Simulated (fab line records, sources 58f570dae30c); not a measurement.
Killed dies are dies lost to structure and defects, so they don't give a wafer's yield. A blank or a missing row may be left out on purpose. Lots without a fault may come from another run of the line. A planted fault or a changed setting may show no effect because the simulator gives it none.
A struck lot beside a sound one | flow berkeley_cmos170 | 18 steps out of a route of 331
Sound: wafers L516.1, L516.4, L516.5. Struck: wafer L527.2. (L527.5, L527.6 of the same lot were not struck and are left out.) The cause comes at the end.
At each step with rows: each side's tool, then ch and its chambers, then its first start. Under that, the readings that differ: sound wafers | struck wafers | difference of the means | sigmas: that difference in standard deviations of wafers without a fault.
alike: readings whose means differ by less than 2 such deviations, and words and numbers that are the same on both sides. not compared: withheld readings, readings that some wafer has no value for, bounds like >300 that may hide the same value, and numbers for which the record gives no deviation and whose values overlap.
The two part at a step that has a row with sigmas, a row that says differs or no value, or rows on one side only. Numbers that don't overlap but have no deviation are shown without sigmas and don't part them. A reading that every wafer of one side lacks parts them only if that side has two wafers or more.

first, 5 steps without rows for these wafers: UCB170_NLDD_COAT_01 (resist thk 909 nm); UCB170_NLDD_SOFTBAKE_02 (time 60 s); UCB170_NLDD_EXPOSE_03 (exposes mask NSELECT, target cd 1200 nm); UCB170_NLDD_PEB_04; UCB170_NLDD_DEVELOP_05 (develop time 45 s).
UCB170_NLDD_CD_MEAS_06: target cd 1200 nm.
  sound on cd_sem-01, day 9 20:17; struck on cd_sem-01, day 11 11:41
  alike: cd_nm
UCB170_NLDD_OVL_MEAS_07:
  sound on overlay-01, day 9 20:25; struck on overlay-02, day 11 11:47
  alike: NLDD_OVL
then, 2 steps without rows for these wafers: UCB170_NLDD_IMPLANT_08; UCB170_NLDD_IMPLANT_09.
UCB170_NLDD_STRIP_10: strips in O2.
  sound on plasma_asher-03 ch 0,1, day 9 20:45; struck on plasma_asher-02 ch 1, day 11 12:07
  alike: drypump_motor_current_A, oes_product_au, strip_time_to_endpoint_s
  not compared: rf_hours_counter_h
UCB170_NLDD_TW_MEAS_11:
  sound on film_metro-02, day 9 20:51; struck on film_metro-03, day 11 12:13
  alike: NLDD_TW
then, 1 step without rows for these wafers: UCB170_NLDD_CLEAN_12 (cleans in SPM, time 600 s).
UCB170_SPACER_CVD_00: deposits SiO2 from TEOS/O2, target thk 376 nm, time 47 s.
  sound on pecvd-04 ch 0,1,2, day 9 21:06; struck on pecvd-04 ch 0, day 11 12:27
  reading                                 | sound             | struck | difference | sigmas
  pressure_mtorr (mTorr)                  | 9008 8991 9027    | 8973   | -36        | -2
  model.SiO2_of_SPACER_CVD_00.thk_nm (nm) | 368.4 382.1 378.7 | 421    | +45        |
  alike: heater_power_w
UCB170_SPACER_THK_MEAS_01:
  sound on film_metro-01, day 9 21:08; struck on film_metro-01, day 11 12:30
  reading              | sound       | struck | difference | sigmas
  SPACER_TEOS_THK (nm) | 369 382 378 | 421    | +45        | +11
then, 1 step without rows for these wafers: UCB170_SPACER_ANNEAL_02 (time 1800 s).
UCB170_SPACER_ETCHBACK_03: etches SiO2 in CHF3/CF4/Ar, stops on Si, target depth 376 nm, time 100 s.
  sound on rie_diel-04 ch 0,1, day 10 01:31; struck on rie_diel-02 ch 0, day 11 20:34
  reading                  | sound             | struck | difference | sigmas
  oes_product_au (a.u.)    | 0.899 0.890 0.917 | 1.010  | +0.108     | +6
  model.etch.depth_nm (nm) | 368.4 382.1 378.7 | 421    | +45        |
  alike: drypump_motor_current_A, throttle_valve_pct
  not compared: rf_hours_counter_h
then, 1 step without rows for these wafers: UCB170_PSD_HMDS_00 (prime time 60 s).
UCB170_M3_PROBE_99:
  the record has rows for the sound wafers here (prober-01, day 11 05:32) and none for the struck ones

WHERE THEY PART
First at UCB170_SPACER_CVD_00; last, within this record, at UCB170_M3_PROBE_99.

WHY: what the simulator had put in
Process parameter drift: pecvd-04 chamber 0, from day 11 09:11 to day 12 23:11, at UCB170_SPACER_CVD_00. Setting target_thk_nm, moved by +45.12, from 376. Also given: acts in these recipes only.
